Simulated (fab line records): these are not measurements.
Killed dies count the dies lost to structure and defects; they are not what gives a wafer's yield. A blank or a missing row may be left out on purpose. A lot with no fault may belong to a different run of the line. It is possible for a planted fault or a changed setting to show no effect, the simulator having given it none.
fab line records | flow ritCmos
record: lots: 15 wafers: 45 lastDay: 7
route steps=202 shown CONTACT@183 M1@202
lots untouched by any fault: they come from a run of this same line in which no faults occurred
startH: hours from the record's opening day to when the first of the lot's shown wafers began | waitH: hours since the lot's step before | " identical to the entry in the row above | L1.1+2: a single row standing in for several wafers | - no value, or no start given | * or withheld: withheld | < > ~ a bound
route shown NAME@n: NAME is a module with steps in the file, n the number in the route of the first one | usual: mean and standard deviation over wafers with no fault | same: alike in all rows | chamber/n: place in a boat | sites: each site's reading | _std_site: their standard deviation | _edge_site: outer sites' mean less inner sites' | radiusMm: how far each site lies from the wafer's centre | mask NAME#n: copy n | behind: tool/chamber where the wafer was last shaped | hold: reason for holding the lot/hours on hold/outcome of the hold | device: whichever transistor did not switch (one of n, p or np) | end of line: the same wafers' tests at the end of the route | a step without rows: its recipe alone | killed: dies lost to structure and defects at the first sort, not the wafer's yield | map: shows each die of a wafer: x if killed, . if not, _ if none is there
set.NAME: setting as actually run; set.NAME@STEP: the setting as run at that earlier step | model.NAME: the simulator's own value behind a step, which no gauge read
the route's steps for a sample of lots (tables are steps, rows are wafers)
services: from which hour (startH, from the record's first day; less than 0 if before it) a tool's chamber was out of use, for how many hours, and why
== steps ==
step: RIT_CONTACT_CLEAN_14
recipe: chemistry: SC2 mix: 3:3:50 timeS: 600 tempC: 75 dry: n2Spin
usual: bathHeatDutyPct: 16.6/1.1
columns lot.wafer tool chamber startH waitH bathHeatDutyPct
L404.1 wetBench-03 3 54.35 0.0 16.2
L404.2 " 3 " " 16.8
L404.3 " 3 " " 17.8
L405.2 wetBench-02 2 56.92 0.0 16.1
L405.3 " 2 " " 17.1
L405.4 " 2 " " 17.6
L406.1 wetBench-03 1 64.23 0.0 16.1
L406.2 " 1 " " 17.6
L406.5 " 1 " " 15.9
L407.1 wetBench-03 1 68.40 0.0 16.2
L407.2 " 1 " " 15.5
L407.6 " 1 " " 16.5
L408.1 wetBench-01 2 74.71 0.0 13.2
L408.4 " 2 " " 15.9
L408.5 " 2 " " 15.7
L409.1 wetBench-03 2 78.26 0.0 17.2
L409.3 " 2 " " 16.6
L409.4 " 2 " " 16.8
L410.1 wetBench-03 0 81.81 0.0 17.9
L410.2 " 0 " " 20.3
L410.6 " 0 " " 16.8
L415.1 wetBench-03 1 107.49 0.0 16.2
L415.4 " 1 " " 16.8
L415.5 " 1 " " 17.5
L416.1 wetBench-03 3 112.64 0.0 18.2
L416.3 " 3 " " 14.9
L416.4 " 3 " " 16.3
L418.2 wetBench-03 0 123.06 0.0 16.9
L418.3 " 0 " " 16.3
L418.6 " 0 " " 17.5
L419.1 wetBench-02 3 127.20 0.0 15.2
L419.4 " 3 " " 17.4
L419.6 " 3 " " 15.8
L420.2 wetBench-01 0 132.41 0.0 16.5
L420.3 " 0 " " 14.9
L420.4 " 0 " " 15.7
L422.2 wetBench-02 0 143.12 0.0 16.3
L422.4 " 0 " " 16.6
L422.5 " 0 " " 17.1
L423.1 wetBench-02 1 147.82 0.0 15.8
L423.2 " 1 " " 18.4
L423.6 " 1 " " 19.4
L425.2 wetBench-02 2 159.52 0.0 16.1
L425.3 " 2 " " 17.7
L425.4 " 2 " " 16.4
step: RIT_M1_PROBE_99
usual: killedAtContacts: 0.1/0.24 killedAtFrontEnd: 7/3 killedDies: 7/3 killedOnRim: 1.9/1.4 killedOpen: 3.2/1.8 killedShort: 3.5/2.1
same: grossDies: 264 killed_at_M0_to_M3: 0 killed_at_M4_up: 0 killedAtBackSide: 0 killedAtOther: 0
columns lot.wafer tool chamber startH waitH hold killedAtContacts killedAtFrontEnd killedDies killedOnRim killedOpen killedShort
L404.1 prober-01 - 58.78 0.1 - 0 8 8 2 4 4
L404.2 prober-01 - 58.83 0.1 - 0 7 7 1 5 2
L404.3 prober-01 - 58.88 0.2 - 1 8 9 4 2 7
L405.2 prober-02 - 61.44 0.1 - 0 8 8 2 2 6
L405.3 prober-02 - 61.49 0.2 - 0 9 9 2 5 4
L405.4 prober-02 - 61.54 0.2 - 0 5 5 2 2 3
L406.1 prober-01 - 68.54 0.1 - 0 2 2 2 1 1
L406.2 prober-01 - 68.59 0.1 - 0 6 6 2 1 5
L406.5 prober-01 - 68.74 0.2 - 0 2 2 0 2 0
L407.1 prober-02 - 72.96 0.1 - 1 6 7 3 4 3
L407.2 prober-02 - 73.01 0.1 - 0 6 6 1 2 4
L407.6 prober-02 - 73.21 0.2 - 0 9 9 3 5 4
L408.1 prober-01 - 78.96 0.1 - 0 9 9 4 5 4
L408.4 prober-01 - 79.11 0.2 - 0 7 7 4 6 1
L408.5 prober-01 - 79.16 0.2 - 0 6 6 2 4 2
L409.1 prober-01 - 82.47 0.1 - 0 5 5 2 3 2
L409.3 prober-01 - 82.57 0.2 - 0 6 6 1 3 3
L409.4 prober-01 - 82.62 0.2 - 0 6 6 5 1 5
L410.1 prober-02 - 86.00 0.1 - 0 10 10 1 4 6
L410.2 prober-02 - 86.05 0.1 - 0 5 5 3 5 0
L410.6 prober-02 - 86.25 0.2 - 0 7 7 2 2 5
L415.1 prober-01 - 111.73 0.1 awaitDispo/2.4h/release 12 6 18 11 2 4
L415.4 prober-01 - 111.88 0.2 awaitDispo/2.4h/release 11 5 16 9 2 3
L415.5 prober-01 - 111.93 0.2 awaitDispo/2.4h/release 12 3 15 8 2 1
L416.1 prober-02 - 116.84 0.1 awaitDispo/1.1h/release 25 10 35 11 4 6
L416.3 prober-02 - 116.94 0.2 awaitDispo/1.1h/release 23 10 33 10 4 7
L416.4 prober-02 - 116.99 0.2 awaitDispo/1.1h/release 22 13 35 11 6 7
L418.2 prober-02 - 128.62 0.1 awaitDispo/2.3h/release 22 8 30 4 4 4
L418.3 prober-02 - 128.67 0.2 awaitDispo/2.3h/release 23 6 29 0 3 3
L418.6 prober-02 - 128.82 0.2 awaitDispo/2.3h/release 23 3 26 1 1 2
L419.1 prober-01 - 132.62 0.1 - 0 8 8 2 5 3
L419.4 prober-01 - 132.77 0.2 - 0 6 6 1 3 3
L419.6 prober-01 - 132.87 0.2 - 0 7 7 2 0 7
L420.2 prober-02 - 139.36 0.1 - 0 7 7 3 3 4
L420.3 prober-02 - 139.41 0.2 - 0 7 7 2 3 4
L420.4 prober-02 - 139.46 0.2 - 1 5 6 2 1 5
L422.2 prober-02 - 147.91 0.1 - 0 7 7 3 1 6
L422.4 prober-02 - 148.01 0.2 - 0 4 4 2 4 0
L422.5 prober-02 - 148.06 0.2 - 0 13 13 4 6 7
L423.1 prober-01 - 152.91 0.1 - 0 9 9 0 5 4
L423.2 prober-01 - 152.96 0.1 - 0 6 6 2 1 5
L423.6 prober-01 - 153.16 0.2 - 0 3 3 1 1 2
L425.2 prober-01 - 163.77 0.1 - 0 5 5 0 4 1
L425.3 prober-01 - 163.82 0.2 - 0 6 6 2 2 4
L425.4 prober-01 - 163.87 0.2 - 1 5 6 2 3 3
killed by level:class
L404.1 FOX1:geometricParticle:short=2 FOX1:geometricParticle:open=2 GATE:geometricParticle:open=2 ACTIVE:geometricParticle:short=1 SPACER:geometricParticle:short=1
L404.2 SPACER:geometricParticle:open=3 FOX1:geometricParticle:open=2 GATE:geometricParticle:short=1 SPACER:geometricParticle:short=1
L404.3 GATE:geometricParticle:short=3 FOX1:geometricParticle:short=2 SPACER:geometricParticle:short=2 SPACER:geometricParticle:open=1 CONTACT:geometricParticle:open=1
L405.2 GATE:geometricParticle:short=5 FOX2:geometricParticle:open=1 SPACER:geometricParticle:open=1 SILICIDE:geometricParticle:short=1
L405.3 GATE:geometricParticle:open=3 SPACER:geometricParticle:open=2 FOX1:geometricParticle:short=1 FOX2:geometricParticle:short=1 GATE:geometricParticle:short=1 REOX:geometricParticle:short=1
L405.4 GATE:geometricParticle:open=2 FOX1:geometricParticle:short=1 FOX2:geometricParticle:short=1 SPACER:geometricParticle:short=1
L406.1 GATE:geometricParticle:short=1 GATE:geometricParticle:open=1
L406.2 SPACER:geometricParticle:short=3 FOX2:geometricParticle:short=1 GATE:geometricParticle:short=1 REOX:geometricParticle:open=1
L406.5 FOX2:geometricParticle:open=1 REOX:geometricParticle:open=1
L407.1 FOX1:geometricParticle:open=3 FOX2:geometricParticle:short=1 GATE:geometricParticle:open=1 GATE:geometricParticle:short=1 CONTACT:geometricParticle:short=1
L407.2 FOX1:geometricParticle:open=1 FOX1:geometricParticle:short=1 FOX2:geometricParticle:short=1 GATE:geometricParticle:open=1 SPACER:geometricParticle:short=1 SILICIDE:geometricParticle:short=1
L407.6 FOX1:geometricParticle:open=2 GATE:geometricParticle:open=2 GATE:geometricParticle:short=2 FOX1:geometricParticle:short=1 SPACER:geometricParticle:open=1 SILICIDE:geometricParticle:short=1
L408.1 GATE:geometricParticle:open=2 GATE:geometricParticle:short=2 REOX:geometricParticle:open=2 REOX:geometricParticle:short=2 SILICIDE:geometricParticle:open=1
L408.4 GATE:geometricParticle:open=3 SILICIDE:geometricParticle:open=2 FOX2:geometricParticle:open=1 REOX:geometricParticle:short=1
L408.5 GATE:geometricParticle:open=2 REOX:geometricParticle:open=1 REOX:geometricParticle:short=1 SILICIDE:geometricParticle:open=1 SILICIDE:geometricParticle:short=1
L409.1 REOX:geometricParticle:short=2 REOX:geometricParticle:open=2 GATE:geometricParticle:open=1
L409.3 GATE:geometricParticle:open=2 FOX1:geometricParticle:open=1 FOX1:geometricParticle:short=1 GATE:geometricParticle:short=1 REOX:geometricParticle:short=1
L409.4 GATE:geometricParticle:short=2 FOX1:geometricParticle:short=1 REOX:geometricParticle:open=1 REOX:geometricParticle:short=1 SPACER:geometricParticle:short=1
L410.1 GATE:geometricParticle:open=2 GATE:geometricParticle:short=2 FOX1:geometricParticle:short=1 FOX2:geometricParticle:short=1 SPACER:geometricParticle:short=1 SPACER:geometricParticle:open=1 SILICIDE:geometricParticle:open=1 SILICIDE:geometricParticle:short=1
L410.2 GATE:geometricParticle:open=2 SILICIDE:geometricParticle:open=2 FOX2:geometricParticle:open=1
L410.6 REOX:geometricParticle:short=2 FOX1:geometricParticle:open=1 FOX1:geometricParticle:short=1 FOX2:geometricParticle:short=1 GATE:geometricParticle:open=1 SPACER:geometricParticle:short=1
L415.1 CONTACT:unspecified=12 REOX:geometricParticle:open=2 FOX1:geometricParticle:short=1 FOX2:geometricParticle:short=1 GATE:geometricParticle:short=1 SILICIDE:geometricParticle:short=1
L415.4 CONTACT:unspecified=11 GATE:geometricParticle:short=2 GATE:geometricParticle:open=1 SPACER:geometricParticle:open=1 SILICIDE:geometricParticle:short=1
L415.5 CONTACT:unspecified=12 GATE:geometricParticle:open=1 REOX:geometricParticle:short=1 SPACER:geometricParticle:open=1
L416.1 CONTACT:unspecified=25 GATE:geometricParticle:short=3 GATE:geometricParticle:open=2 SPACER:geometricParticle:open=2 SPACER:geometricParticle:short=2 FOX2:geometricParticle:short=1
L416.3 CONTACT:unspecified=22 SPACER:geometricParticle:short=3 SPACER:geometricParticle:open=2 FOX1:geometricParticle:open=1 FOX2:geometricParticle:open=1 FOX2:geometricParticle:short=1 GATE:geometricParticle:short=1 REOX:geometricParticle:short=1
L416.4 CONTACT:unspecified=22 FOX1:geometricParticle:short=3 FOX1:geometricParticle:open=2 SPACER:geometricParticle:short=2 SILICIDE:geometricParticle:open=2 FOX2:geometricParticle:short=1 GATE:geometricParticle:open=1 REOX:geometricParticle:short=1
L418.2 CONTACT:unspecified=22 GATE:geometricParticle:short=2 SPACER:geometricParticle:short=2 GATE:geometricParticle:open=1 REOX:geometricParticle:open=1 SPACER:geometricParticle:open=1 SILICIDE:geometricParticle:open=1
L418.3 CONTACT:unspecified=23 GATE:geometricParticle:short=3 SPACER:geometricParticle:open=2 GATE:geometricParticle:open=1
L418.6 CONTACT:unspecified=23 GATE:geometricParticle:short=1 REOX:geometricParticle:open=1 REOX:geometricParticle:short=1
L419.1 GATE:geometricParticle:open=3 GATE:geometricParticle:short=2 REOX:geometricParticle:open=2 FOX2:geometricParticle:short=1
L419.4 REOX:geometricParticle:short=2 FOX2:geometricParticle:open=1 GATE:geometricParticle:open=1 GATE:geometricParticle:short=1 SPACER:geometricParticle:open=1
L419.6 FOX2:geometricParticle:short=3 GATE:geometricParticle:short=2 REOX:geometricParticle:short=2
L420.2 SILICIDE:geometricParticle:short=2 FOX1:geometricParticle:open=1 FOX1:geometricParticle:short=1 GATE:geometricParticle:open=1 REOX:geometricParticle:open=1 REOX:geometricParticle:short=1
L420.3 FOX1:geometricParticle:short=2 GATE:geometricParticle:open=2 GATE:geometricParticle:short=1 SILICIDE:geometricParticle:short=1 SILICIDE:geometricParticle:open=1
L420.4 SILICIDE:geometricParticle:short=2 ACTIVE:geometricParticle:short=1 GATE:geometricParticle:short=1 SILICIDE:geometricParticle:open=1 CONTACT:geometricParticle:short=1
L422.2 FOX2:geometricParticle:short=4 GATE:geometricParticle:short=2 FOX2:geometricParticle:open=1
L422.4 GATE:geometricParticle:open=2 FOX2:geometricParticle:open=1 SILICIDE:geometricParticle:open=1
L422.5 GATE:geometricParticle:open=3 GATE:geometricParticle:short=3 FOX1:geometricParticle:short=2 SILICIDE:geometricParticle:open=2 FOX2:geometricParticle:open=1 FOX2:geometricParticle:short=1 REOX:geometricParticle:short=1
L423.1 FOX2:geometricParticle:open=3 SPACER:geometricParticle:open=2 FOX1:geometricParticle:short=1 GATE:geometricParticle:short=1 REOX:geometricParticle:short=1 SPACER:geometricParticle:short=1
L423.2 GATE:geometricParticle:short=2 FOX1:geometricParticle:short=1 GATE:geometricParticle:open=1 REOX:geometricParticle:short=1 SILICIDE:geometricParticle:short=1
L423.6 FOX1:geometricParticle:open=1 FOX2:geometricParticle:short=1 REOX:geometricParticle:short=1
L425.2 FOX2:geometricParticle:open=2 FOX1:geometricParticle:short=1 FOX1:geometricParticle:open=1 SPACER:geometricParticle:open=1
L425.3 FOX1:geometricParticle:short=1 GATE:geometricParticle:short=1 REOX:geometricParticle:open=1 SPACER:geometricParticle:open=1 SPACER:geometricParticle:short=1 SILICIDE:geometricParticle:short=1
L425.4 GATE:geometricParticle:open=2 FOX1:geometricParticle:open=1 GATE:geometricParticle:short=1 SPACER:geometricParticle:short=1 CONTACT:geometricParticle:short=1
== services ==
columns tool chamber startH hours kind
wetBench-02 - 136.28 1.9 repair
== key ==
firstSign: step: RIT_M1_PROBE_99 reading: killedAtContacts direction: up sigmas: 19 usual: 0.1 struck: 19.2
effect: step: RIT_M1_PROBE_99 reading: killedDies direction: up sigmas: 6.4 usual: 7 struck: 26
metAt RIT_CONTACT_CLEAN_14
struckLots L415,L416,L418
testerLeftOut L415,L416,L418
onsetBetween 81.81 107.49
fault: kind: chamberParticleSource tool: wetBench-03 chamber: - onsetH: 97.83 steps: RIT_CONTACT_CLEAN_14 ratePerVisitCm2: 0.45 endH: 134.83
testerLeftOut: of these lots the tester's yield and bins aren't shown, on N5 and GAA mostly nor the transistor test; their killed dies are dies lost to structure and defects alone, not to doping, threshold or leakage, so they don't give the yield
